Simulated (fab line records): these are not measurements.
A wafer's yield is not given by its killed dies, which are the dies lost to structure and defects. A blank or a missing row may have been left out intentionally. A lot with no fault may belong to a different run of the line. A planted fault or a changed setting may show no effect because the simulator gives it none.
Which tool was responsible? -- flow rit-cmos -- 15 lots, 45 wafers sampled, at 2 steps of a route of 202

== WHAT THE GAUGES SHOWED, per wafer ==
RIT_SPACER_THK_MEAS_04.
lot,measured,on,SPACER_NITRIDE_THK (nm)
L636,day 3 15:01,film-metro-01,247.7 247.0 249.4
L635,day 3 16:33,film-metro-02,249.2 250.5 250.3
L637,day 3 21:26,film-metro-01,252.5 251.9 251.4
L638,day 4 02:19,film-metro-04,246.8 246.7 245.1
L639,day 4 07:37,film-metro-02,250.4 251.3 250.2
L640,day 4 09:38,film-metro-02,244.9 245.6 246.1
L641,day 4 15:47,film-metro-01,243.4 242.4 243.3
L642,day 4 20:18,film-metro-04,253.1 253.1 255.2
L644,day 5 07:15,film-metro-04,502.3 503.1 499.7
L643,day 5 06:40,film-metro-01,251.5 251.5 251.1
L648,day 6 01:55,film-metro-02,250.1 251.6 249.6
L651,day 6 15:29,film-metro-02,504.9 506.7 506.3
L652,day 7 02:19,film-metro-02,495.4 497.5 499.5
L654,day 7 06:07,film-metro-02,245.8 249.1 249.0
L656,day 7 17:41,film-metro-02,246.9 246.9 248.6

== WHAT TOOL EACH LOT RAN ON (gives the tool, then ch and the chambers of the sampled wafers, and finally the start) ==
lot,RIT_SPACER_CVD_03
L636,"lpcvd-02 ch 1, day 3 13:04"
L635,"lpcvd-01 ch 1, day 3 14:38"
L637,"lpcvd-01 ch 0, day 3 19:31"
L638,"lpcvd-02 ch 0, day 3 23:25"
L639,"lpcvd-02 ch 0, day 4 04:43"
L640,"lpcvd-02 ch 0, day 4 07:43"
L641,"lpcvd-02 ch 1, day 4 13:50"
L642,"lpcvd-01 ch 1, day 4 18:23"
L644,"lpcvd-01 ch 1, day 5 02:50 and lpcvd-02 ch 1, day 5 05:19"
L643,"lpcvd-01 ch 0, day 5 04:46"
L648,"lpcvd-02 ch 0, day 6 00:00"
L651,"lpcvd-01 ch 1, day 6 09:59"
L652,"lpcvd-02 ch 0, day 6 20:15"
L654,"lpcvd-02 ch 1, day 7 04:11"
L656,"lpcvd-01 ch 0, day 7 15:46"
- RIT_SPACER_CVD_03: deposits Si3N4 from SiH2Cl2/NH3, target thk 250 nm, time 3300 s.

== WHAT THE TOOLS THEMSELVES READ (means of the sampled wafers that have a number; where no wafer has one, the mark that the record gives instead) ==
RIT_SPACER_CVD_03.
lot,tool,spike-tc-load-C (C)
L636,lpcvd-02,835.5
L635,lpcvd-01,840.0
L637,lpcvd-01,835.8
L638,lpcvd-02,834.9
L639,lpcvd-02,836.6
L640,lpcvd-02,836.5
L641,lpcvd-02,835.9
L642,lpcvd-01,838.9
L644,lpcvd-01/lpcvd-02,837.4
L643,lpcvd-01,836.1
L648,lpcvd-02,835.4
L651,lpcvd-01,839.0
L652,lpcvd-02,836.2
L654,lpcvd-02,835.7
L656,lpcvd-01,836.7

== THE ANSWER, worked out from the rows above alone ==
Rule: the usual values come from the lots themselves. Put in order of their means at a reading, lots are off if they are a third of the lots or fewer, leave a main group of 4 or more, and stand apart from it by a gap of 3 or more times the standard deviation of the main group's means; of several such gaps the widest counts. The tables above print the reading to a certain number of digits; a main group whose means all agree to those digits is not used. Also off: a lot with no number at a reading for which 4 or more lots have one. Any other lot the step has rows for is counted as sound. The gauges are gone through in route order, then the tools' own readings, and for those a lot's mean is taken as printed above. At the first step where some lot is off, the reading lying furthest off is the one used; lots without a number count as furthest.
Off: at RIT_SPACER_THK_MEAS_04 (SPACER_NITRIDE_THK), L644, L651, L652. For the main group the mean is 248.9 nm and the standard deviation 2.9.
A tool fits if, at a process step before that reading, it ran every lot that is off, and no sound lot after the first of them. The gauges at RIT_SPACER_THK_MEAS_04 are tried like those tools. Of those tried, none fits.

== WHAT HAD BEEN PUT IN BY THE SIMULATOR ==
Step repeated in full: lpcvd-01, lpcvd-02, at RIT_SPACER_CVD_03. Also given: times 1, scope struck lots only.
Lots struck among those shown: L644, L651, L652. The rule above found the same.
